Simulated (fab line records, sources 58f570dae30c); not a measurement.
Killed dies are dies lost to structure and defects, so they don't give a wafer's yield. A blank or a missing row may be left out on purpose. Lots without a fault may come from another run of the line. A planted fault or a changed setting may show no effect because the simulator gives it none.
Which tool did it? | flow berkeley_cmos170 | 12 lots, 36 wafers sampled, at 3 steps of a route of 331

WHAT THE GAUGES READ, wafer by wafer
UCB170_V1_OVL_MEAS_13.
lot  | measured     | on         | V1_OVL (nm)
L186 | day 7 16:30  | overlay-01 | -7 1 3
L190 | day 8 10:21  | overlay-02 | 1 0 -7
L191 | day 8 16:53  | overlay-02 | 6 0 -2
L197 | day 10 05:02 | overlay-02 | -3 0 4
L200 | day 10 11:04 | overlay-01 | 6 12 14
L201 | day 10 11:22 | overlay-02 | 4 7 5
L198 | day 10 11:38 | overlay-02 | 3 2 -2
L204 | day 10 18:44 | overlay-02 | -5 1 6
L205 | day 10 19:01 | overlay-02 | 0 -7 -9
L203 | day 11 02:01 | overlay-01 | -2 -3 -3
L207 | day 11 16:00 | overlay-02 | -3 -3 -12
L209 | day 12 03:24 | overlay-01 | 5 2 1

WHICH TOOL RAN EACH LOT (tool, then ch and the chambers of the sampled wafers, then the start)
lot  | UCB170_CONTACT_RTA_08            | UCB170_CONTACT_ETCH_17
L186 | rtp_anneal-02 ch 0, day 7 06:07  | rie_diel-03 ch 0,1,2, day 7 07:58
L190 | rtp_anneal-01 ch 0, day 7 19:58  | rie_diel-03 ch 0,1,2, day 7 21:08
L191 | rtp_anneal-01 ch 0, day 8 06:23  | rie_diel-04 ch 0,1,3, day 8 07:34
L197 | rtp_anneal-02 ch 0, day 9 15:11  | rie_diel-02 ch 0,1, day 9 16:16
L200 | rtp_anneal-01 ch 0, day 10 02:01 | rie_diel-02 ch 0,1,3, day 10 03:05
L201 | rtp_anneal-02 ch 0, day 10 02:31 | rie_diel-03 ch 1,2, day 10 03:58
L198 | rtp_anneal-01 ch 0, day 10 03:52 | rie_diel-02 ch 0,1,2, day 10 05:07
L204 | rtp_anneal-01 ch 0, day 10 05:54 | rie_diel-04 ch 0,1,3, day 10 07:22
L205 | rtp_anneal-02 ch 0, day 10 05:55 | rie_diel-02 ch 0,2,3, day 10 07:05
L203 | rtp_anneal-01 ch 0, day 10 14:13 | rie_diel-02 ch 1,3, day 10 15:25
L207 | rtp_anneal-02 ch 0, day 11 04:31 | rie_diel-02 ch 0,1, day 11 05:49
L209 | rtp_anneal-01 ch 0, day 11 18:25 | rie_diel-02 ch 0,1,3, day 11 19:37
- UCB170_CONTACT_RTA_08: time 10 s.
- UCB170_CONTACT_ETCH_17: etches BARC in N2/H2.

WHAT THE TOOLS THEMSELVES READ (means of the sampled wafers that have a number; where no wafer has one, the mark that the record gives instead)
UCB170_CONTACT_RTA_08.
lot  | tool          | lamp_power_pct (%) | wafer_temp_C_max
L186 | rtp_anneal-02 | 25.4               | 904.0
L190 | rtp_anneal-01 | 23.7               | 903.8
L191 | rtp_anneal-01 | 23.7               | 904.2
L197 | rtp_anneal-02 | 25.4               | 905.5
L200 | rtp_anneal-01 | 23.7               | 903.2
L201 | rtp_anneal-02 | 25.4               | 905.5
L198 | rtp_anneal-01 | 23.7               | 903.8
L204 | rtp_anneal-01 | 23.7               | 904.1
L205 | rtp_anneal-02 | 25.4               | 904.6
L203 | rtp_anneal-01 | 23.7               | 903.0
L207 | rtp_anneal-02 | 25.4               | 905.5
L209 | rtp_anneal-01 | 23.7               | 904.8

UCB170_CONTACT_ETCH_17.
lot  | tool        | bias_w (W) | drypump_motor_current_A (A) | oes_product_au (a.u.) | throttle_valve_pct (%)
L186 | rie_diel-03 | 100.2      | 5.6                         | 0.976                 | 13.18
L190 | rie_diel-03 | 100.2      | 5.6                         | 0.979                 | 13.18
L191 | rie_diel-04 | 100.1      | 6.2                         | 1.005                 | 13.27
L197 | rie_diel-02 | 100.2      | 5.8                         | 0.987                 | 13.25
L200 | rie_diel-02 | 99.8       | 6.0                         | 0.994                 | 13.30
L201 | rie_diel-03 | 100.3      | 5.5                         | 0.975                 | 13.23
L198 | rie_diel-02 | 100.1      | 6.0                         | 1.008                 | 13.18
L204 | rie_diel-04 | 100.0      | 6.2                         | 1.006                 | 13.27
L205 | rie_diel-02 | 99.9       | 6.3                         | 0.990                 | 13.39
L203 | rie_diel-02 | 99.9       | 6.2                         | 1.001                 | 13.37
L207 | rie_diel-02 | 100.3      | 5.9                         | 1.003                 | 13.26
L209 | rie_diel-02 | 100.1      | 6.0                         | 0.994                 | 13.31

THE ANSWER, worked out from the rows above alone
Rule: what is usual is taken from the lots themselves. Put in order of their means at a reading, lots are off if they are a third of the lots or fewer, leave a main group of 4 or more, and stand apart from it by a gap of 3 or more times the standard deviation of the main group's means; of several such gaps the widest counts. A main group whose means are all the same, to the digits that the tables above print for the reading, isn't used. A lot without any number at a reading at which 4 lots or more have one is off too. The other lots that the step has rows for count as sound. The gauges are gone through in route order, then the tools' own readings, and for those a lot's mean is taken as printed above. The first step at which some lot is off is used, and at that step the reading that is off furthest; a lot without a number counts as furthest.
No lot is off at any reading shown: from this, nothing can be told.

WHAT THE SIMULATOR HAD PUT IN
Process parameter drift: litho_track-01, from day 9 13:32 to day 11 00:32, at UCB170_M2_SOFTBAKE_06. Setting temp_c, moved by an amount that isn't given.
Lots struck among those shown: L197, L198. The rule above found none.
